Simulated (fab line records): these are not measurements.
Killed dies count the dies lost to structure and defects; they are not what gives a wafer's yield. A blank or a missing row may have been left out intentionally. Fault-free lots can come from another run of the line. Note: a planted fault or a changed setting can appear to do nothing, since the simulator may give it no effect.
Problem report in the 8D (eight disciplines) form, filled by code	flow berkeley cmos170	the parts of the form that need people (team, actions taken, sign-off) are left out

## 1. THE ISSUE
Across 6 wafers from 2 lots, M3_AL_RS at UCB170_M3_RS_MEAS_02 averages 0.0279 ohm/sq, while fault-free wafers read 0.0325 ohm/sq with a standard deviation of 0.00037. That is -13 standard deviations from the usual mean.
The step: measures by four-point-probe.
First observed at day 11 09:23: wafer L585.1, on film metro-04. The record holds 42 wafers of 14 lots with a number at this step. Rule for "out" (also "out of limits"): further than 4 standard deviations from the usual mean. The other wafers with a number count as sound.

## 2. WHAT IT IS, WHAT IT ISN'T
question	is	is not
which readings at this step	M3_AL_RS	-
which lots	L585, L588	L572, L573, L574, L575, L576, L578, L579, L580, L581, L589, L592, L594
which wafers of those lots	all that have a number	-
read on which gauges	film metro-02, film metro-04	film metro-03
when	from day 11 09:23	up to then (27 sound wafers); but 9 sound wafers of L589, L592, L594 came after

## 3. WHAT RULES OUT EACH SUSPECT
Counting: any tool at a process step up to the reading is kept as a suspect provided that every lot that is out went through it and no sound lot did after the first of them.
- the gauge at UCB170_M3_RS_MEAS_02 has been ruled out. Those wafers that are out were read across 2 gauges (film metro-02, film metro-04).
- rie diel-04 at UCB170_CONTACT_ETCH_17 (etches BARC in N2/H2): kept. Every lot that is out went through it, starting with L585 (day 10 20:09), and after that it ran no sound lot; the last sound lot it ran before then is L578 (day 9 17:08).
- cmp-02 at UCB170_V1_CMP_02 (polishes SiO2): ruled out as a lasting fault. Following L585 (day 11 01:34), the first lot on it that is out, the sound lots L589 were run on it.
- pvd sputter-03 at UCB170_M3_SPUTTER_01 (material Al, target thk 900 nm, time 120 s): ruled out as a lasting fault. Following L585 (day 11 09:17), the first lot on it that is out, the sound lots L592, L594 were run on it.
The count leaves rie diel-04 at UCB170_CONTACT_ETCH_17.

## 4. THE CAUSE (what the simulator had put in)
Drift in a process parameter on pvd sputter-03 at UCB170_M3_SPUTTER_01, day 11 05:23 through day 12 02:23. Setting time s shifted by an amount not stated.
Counting ruled it out, wrongly: the rule takes a fault to strike every lot that its tool runs from its start on, and this one did not.

## 5. THE EFFECT CHAIN, in route order
One row per reading whose mean, taken over the struck wafers that have a number, lies over 3 standard deviations from the usual. Only readings for which the record gives a usual standard deviation are gone through. hours: the time from each lot's start at the first step in this table that gives one to its start at this step, as a median over the lots. sigmas: the change in usual standard deviations.
hours	step	reading	usual	on struck wafers	change	sigmas
0	UCB170_M3_RS_MEAS_02	M3_AL_RS	0.0325 ohm/sq	0.0279	-0.0046	-13
0	UCB170_M3_THK_MEAS_03	M3_AL_THK	884 nm	1033	+149	+14
2	UCB170_M3_METAL_ETCH_18	oes product au	0.846 a.u.	0.924	+0.078	+7.8
The process steps in it:
- UCB170_M3_METAL_ETCH_18: etches Al in Cl2/BCl3, stops on SiO2, target depth 1170 nm, time 195 s.

## 6. WHAT WOULD HAVE CAUGHT IT SOONER
4 hours passed between the start of the fault at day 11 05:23 and the first reading out of limits at a measuring or inspecting step in this record, taken at day 11 09:23.
Of the tool readings at UCB170_M3_SPUTTER_01 for which the record gives a usual standard deviation, none was out on any struck wafer, so an alarm limit of 4 standard deviations on them would not have fired.
